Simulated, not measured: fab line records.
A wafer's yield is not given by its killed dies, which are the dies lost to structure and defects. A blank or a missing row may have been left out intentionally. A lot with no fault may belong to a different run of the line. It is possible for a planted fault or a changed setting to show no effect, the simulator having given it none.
Which tool did it? / flow rit cmos / 14 lots, 42 wafers sampled, at 6 steps of a route of 202

WHAT THE GAUGES SHOWED, per wafer
RIT_ACTIVE_THK_MEAS_02. Usual: ACTIVE_OXIDE_THK gives 47.3 nm (standard deviation 0.79).
lot=L102; measured=day 1 19:38; on=film metro-01; ACTIVE_OXIDE_THK (nm)=46.4 46.3 47.4; flag=
lot=L103; measured=day 2 00:46; on=film metro-04; ACTIVE_OXIDE_THK (nm)=46.8 47.0 47.3; flag=
lot=L104; measured=day 2 03:59; on=film metro-04; ACTIVE_OXIDE_THK (nm)=47.4 47.3 47.7; flag=
lot=L106; measured=day 2 13:04; on=film metro-01; ACTIVE_OXIDE_THK (nm)=48.2 49.5 48.4; flag=
lot=L107; measured=day 2 18:37; on=film metro-02; ACTIVE_OXIDE_THK (nm)=48.7 48.5 48.9; flag=
lot=L110; measured=day 3 12:07; on=film metro-01; ACTIVE_OXIDE_THK (nm)=45.7 45.8 45.5; flag=
lot=L111; measured=day 3 14:28; on=film metro-02; ACTIVE_OXIDE_THK (nm)=47.1 47.4 47.5; flag=
lot=L112; measured=day 3 19:04; on=film metro-04; ACTIVE_OXIDE_THK (nm)=46.4 47.0 46.5; flag=
lot=L114; measured=day 4 05:14; on=film metro-04; ACTIVE_OXIDE_THK (nm)=46.5 46.1 45.7; flag=
lot=L115; measured=day 4 10:04; on=film metro-01; ACTIVE_OXIDE_THK (nm)=46.9 46.5 46.8; flag=
lot=L121; measured=day 5 18:32; on=film metro-01; ACTIVE_OXIDE_THK (nm)=47.7 48.1 48.2; flag=
lot=L122; measured=day 6 05:41; on=film metro-02; ACTIVE_OXIDE_THK (nm)=46.2 47.1 46.6; flag=
lot=L123; measured=day 6 05:41; on=film metro-01; ACTIVE_OXIDE_THK (nm)=47.4 47.4 46.7; flag=
lot=L124; measured=day 6 12:26; on=film metro-04; ACTIVE_OXIDE_THK (nm)=48.3 48.5 48.1; flag=

RIT_ACTIVE_THK_MEAS_04. Usual: ACTIVE_NITRIDE_THK gives 149.7 nm (standard deviation 1.2).
lot=L102; measured=day 1 21:07; on=film metro-01; ACTIVE_NITRIDE_THK (nm)=149.2 149.5 148.4; flag=
lot=L103; measured=day 2 02:57; on=film metro-04; ACTIVE_NITRIDE_THK (nm)=148.1 148.5 149.1; flag=
lot=L104; measured=day 2 06:10; on=film metro-02; ACTIVE_NITRIDE_THK (nm)=149.9 149.8 149.2; flag=
lot=L106; measured=day 2 14:33; on=film metro-01; ACTIVE_NITRIDE_THK (nm)=151.8 153.2 152.2; flag=
lot=L107; measured=day 2 20:05; on=film metro-01; ACTIVE_NITRIDE_THK (nm)=150.6 150.9 151.9; flag=
lot=L110; measured=day 3 13:35; on=film metro-01; ACTIVE_NITRIDE_THK (nm)=151.7 151.6 151.3; flag=
lot=L111; measured=day 3 15:56; on=film metro-01; ACTIVE_NITRIDE_THK (nm)=150.4 150.9 150.2; flag=
lot=L112; measured=day 3 20:32; on=film metro-01; ACTIVE_NITRIDE_THK (nm)=148.7 148.0 149.3; flag=
lot=L114; measured=day 4 06:53; on=film metro-04; ACTIVE_NITRIDE_THK (nm)=149.1 149.2 148.2; flag=
lot=L115; measured=day 4 11:32; on=film metro-04; ACTIVE_NITRIDE_THK (nm)=149.7 149.4 148.0; flag=
lot=L121; measured=day 5 20:01; on=film metro-02; ACTIVE_NITRIDE_THK (nm)=147.4 149.2 149.6; flag=
lot=L122; measured=day 6 07:52; on=film metro-01; ACTIVE_NITRIDE_THK (nm)=148.8 148.1 148.8; flag=
lot=L123; measured=day 6 07:52; on=film metro-04; ACTIVE_NITRIDE_THK (nm)=148.4 148.4 149.0; flag=
lot=L124; measured=day 6 13:55; on=film metro-02; ACTIVE_NITRIDE_THK (nm)=149.5 149.9 149.7; flag=

RIT_PWELL_OVL_MEAS_06. Usual: PWELL_OVL gives -0.3 nm (standard deviation 1.5).
lot=L102; measured=day 2 08:20; on=overlay-02; PWELL_OVL (nm)=2.0 0.3 2.8; flag=
lot=L103; measured=day 2 14:20; on=overlay-02; PWELL_OVL (nm)=1.3 -0.5 1.5; flag=
lot=L104; measured=day 2 15:05; on=overlay-02; PWELL_OVL (nm)=-0.5 -1.8 -2.5; flag=
lot=L106; measured=day 3 03:01; on=overlay-01; PWELL_OVL (nm)=-1.2 -0.4 -1.2; flag=
lot=L107; measured=day 3 05:42; on=overlay-02; PWELL_OVL (nm)=0.2 1.1 1.0; flag=
lot=L110; measured=day 3 22:28; on=overlay-01; PWELL_OVL (nm)=-0.7 0.6 0.8; flag=
lot=L111; measured=day 4 01:56; on=overlay-01; PWELL_OVL (nm)=-0.2 1.4 -0.8; flag=
lot=L112; measured=day 4 10:14; on=overlay-01; PWELL_OVL (nm)=-2.7 -0.7 -1.2; flag=
lot=L114; measured=day 4 15:41; on=overlay-01; PWELL_OVL (nm)=-1.9 -2.9 -3.2; flag=
lot=L115; measured=day 4 22:06; on=overlay-02; PWELL_OVL (nm)=-0.4 -2.7 -5.0; flag=
lot=L121; measured=day 6 13:17; on=overlay-01; PWELL_OVL (nm)=1.9 2.6 2.2; flag=
lot=L122; measured=day 6 17:39; on=overlay-01; PWELL_OVL (nm)=0.3 0.2 0.5; flag=
lot=L123; measured=day 6 17:53; on=overlay-02; PWELL_OVL (nm)=0.9 2.0 2.1; flag=
lot=L124; measured=day 7 02:40; on=overlay-01; PWELL_OVL (nm)=-1.2 -1.0 -0.2; flag=

RIT_NLDD_TW_MEAS_10. Usual: NLDD_TW gives 2488 (standard deviation 20).
lot=L102; measured=day 3 07:28; on=film metro-01; NLDD_TW=2469 2480 2459; flag=
lot=L103; measured=day 3 10:06; on=film metro-02; NLDD_TW=2498 2498 2497; flag=
lot=L104; measured=day 3 12:40; on=film metro-01; NLDD_TW=2466 2483 2461; flag=
lot=L106; measured=day 4 00:20; on=film metro-04; NLDD_TW=2481 2473 2494; flag=
lot=L107; measured=day 4 03:25; on=film metro-01; NLDD_TW=2468 2451 2473; flag=
lot=L110; measured=day 4 22:59; on=film metro-04; NLDD_TW=2498 2495 2476; flag=
lot=L111; measured=day 5 01:25; on=film metro-04; NLDD_TW=2484 2489 2477; flag=
lot=L112; measured=day 5 11:03; on=film metro-04; NLDD_TW=2489 2492 2483; flag=
lot=L114; measured=day 5 14:43; on=film metro-04; NLDD_TW=2318 2323 2315; flag=OFF
lot=L115; measured=day 6 04:23; on=film metro-02; NLDD_TW=2365 2367 2367; flag=OFF
lot=L121; measured=day 7 13:14; on=film metro-02; NLDD_TW=2521 2516 2531; flag=
lot=L122; measured=day 7 21:10; on=film metro-04; NLDD_TW=2486 2485 2495; flag=
lot=L123; measured=day 7 18:47; on=film metro-02; NLDD_TW=2530 2530 2525; flag=
lot=L124; measured=day 8 00:31; on=film metro-04; NLDD_TW=2495 2478 2486; flag=

RIT_SDANNEAL_RS_MEAS_07: measurement is done with a four-point probe. Usual: NLDD_RS gives 150.8 ohm/sq (standard deviation 0.48).
lot=L102; measured=day 3 15:22; on=film metro-04; NLDD_RS (ohm/sq)=150.8 150.6 150.6; flag=
lot=L103; measured=day 3 17:59; on=film metro-01; NLDD_RS (ohm/sq)=150.5 150.6 150.8; flag=
lot=L104; measured=day 3 20:35; on=film metro-04; NLDD_RS (ohm/sq)=150.7 150.7 150.8; flag=
lot=L106; measured=day 4 09:55; on=film metro-02; NLDD_RS (ohm/sq)=150.6 150.7 150.9; flag=
lot=L107; measured=day 4 12:50; on=film metro-02; NLDD_RS (ohm/sq)=150.3 150.4 150.8; flag=
lot=L110; measured=day 5 06:44; on=film metro-04; NLDD_RS (ohm/sq)=151.0 150.0 150.4; flag=
lot=L111; measured=day 5 10:32; on=film metro-01; NLDD_RS (ohm/sq)=150.4 150.6 151.0; flag=
lot=L112; measured=day 5 20:22; on=film metro-01; NLDD_RS (ohm/sq)=149.8 150.3 150.0; flag=
lot=L114; measured=day 5 23:26; on=film metro-04; NLDD_RS (ohm/sq)=184.5 184.9 185.8; flag=OFF
lot=L115; measured=day 6 12:36; on=film metro-02; NLDD_RS (ohm/sq)=183.5 184.0 183.5; flag=OFF
lot=L121; measured=day 7 23:02; on=film metro-04; NLDD_RS (ohm/sq)=150.7 151.5 150.6; flag=
lot=L122; measured=day 8 05:29; on=film metro-02; NLDD_RS (ohm/sq)=150.5 150.8 150.2; flag=
lot=L123; measured=day 8 03:58; on=film metro-01; NLDD_RS (ohm/sq)=149.8 149.9 149.2; flag=
lot=L124; measured=day 8 09:34; on=film metro-04; NLDD_RS (ohm/sq)=151.2 150.4 150.5; flag=

WHAT TOOL EACH LOT RAN ON (gives the tool, then ch and the chambers of the sampled wafers, and finally the start)
lot=L102; RIT_NLDD_IMPLANT_08=implanter-03 ch 0, day 3 07:10
lot=L103; RIT_NLDD_IMPLANT_08=implanter-02 ch 0, day 3 09:47
lot=L104; RIT_NLDD_IMPLANT_08=implanter-02 ch 0, day 3 12:21
lot=L106; RIT_NLDD_IMPLANT_08=implanter-03 ch 0, day 4 00:03
lot=L107; RIT_NLDD_IMPLANT_08=implanter-03 ch 0, day 4 03:05
lot=L110; RIT_NLDD_IMPLANT_08=implanter-02 ch 0, day 4 22:40
lot=L111; RIT_NLDD_IMPLANT_08=implanter-03 ch 0, day 5 01:05
lot=L112; RIT_NLDD_IMPLANT_08=implanter-03 ch 0, day 5 10:44
lot=L114; RIT_NLDD_IMPLANT_08=implanter-03 ch 0, day 5 14:24
lot=L115; RIT_NLDD_IMPLANT_08=implanter-03 ch 0, day 6 04:05
lot=L121; RIT_NLDD_IMPLANT_08=implanter-01 ch 0, day 7 12:58
lot=L122; RIT_NLDD_IMPLANT_08=implanter-02 ch 0, day 7 20:50
lot=L123; RIT_NLDD_IMPLANT_08=implanter-02 ch 0, day 7 18:28
lot=L124; RIT_NLDD_IMPLANT_08=implanter-02 ch 0, day 8 00:11
- RIT_NLDD_IMPLANT_08

AS READ BY THE TOOLS THEMSELVES (means over the sampled wafers that have a number; for cases with no such wafer, the mark the record gives instead)
RIT_NLDD_IMPLANT_08. Usual: beam on s 9.97 s, standard deviation 0.19; end station pressure torr 6.3e-06 Torr, standard deviation 3.2e-07.
lot=L102; tool=implanter-03; beam on s (s)=10.01; end station pressure torr (Torr)=6.4e-06; flag=
lot=L103; tool=implanter-02; beam on s (s)=10.14; end station pressure torr (Torr)=6.1e-06; flag=
lot=L104; tool=implanter-02; beam on s (s)=10.08; end station pressure torr (Torr)=6.2e-06; flag=
lot=L106; tool=implanter-03; beam on s (s)=9.97; end station pressure torr (Torr)=6.2e-06; flag=
lot=L107; tool=implanter-03; beam on s (s)=10.05; end station pressure torr (Torr)=6.2e-06; flag=
lot=L110; tool=implanter-02; beam on s (s)=10.15; end station pressure torr (Torr)=6.2e-06; flag=
lot=L111; tool=implanter-03; beam on s (s)=9.76; end station pressure torr (Torr)=6.2e-06; flag=
lot=L112; tool=implanter-03; beam on s (s)=9.80; end station pressure torr (Torr)=6.2e-06; flag=
lot=L114; tool=implanter-03; beam on s (s)=9.81; end station pressure torr (Torr)=6.1e-06; flag=
lot=L115; tool=implanter-03; beam on s (s)=10.02; end station pressure torr (Torr)=6.3e-06; flag=
lot=L121; tool=implanter-01; beam on s (s)=10.04; end station pressure torr (Torr)=6.2e-06; flag=
lot=L122; tool=implanter-02; beam on s (s)=9.83; end station pressure torr (Torr)=6.4e-06; flag=
lot=L123; tool=implanter-02; beam on s (s)=10.02; end station pressure torr (Torr)=6.3e-06; flag=
lot=L124; tool=implanter-02; beam on s (s)=10.13; end station pressure torr (Torr)=6.3e-06; flag=

THE ANSWER, worked out from the rows above alone
Rule: take the mean of a lot's wafers that have a number; if it is more than 3 standard deviations from the usual mean, the lot is off. A lot without any number at a reading at which 4 lots or more have one is off too. All remaining lots with rows at the step are treated as sound. Order of review: gauges by route order, followed by the tools' own readings, for which a lot's mean as printed above is used. At the first step where some lot is off, the reading lying furthest off is the one used; lots without a number count as furthest.
Off: L114, L115, seen at RIT_NLDD_TW_MEAS_10 (NLDD_TW).
A tool fits if, at a process step before that reading, it ran every lot that is off, and no sound lot after the first of them. The gauges at RIT_NLDD_TW_MEAS_10 are tried like those tools. One fits: RIT_NLDD_IMPLANT_08 on implanter-03. A fault onset in the window from L112 (day 5 10:44, its last sound lot) to L114 (day 5 14:24, its first lot off) fits.

WHAT HAD BEEN PUT IN BY THE SIMULATOR
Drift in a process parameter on implanter-03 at RIT_NLDD_IMPLANT_08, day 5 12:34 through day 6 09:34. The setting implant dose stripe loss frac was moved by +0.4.
Shown lots that were struck: L114, L115. Same finding as the rule above.
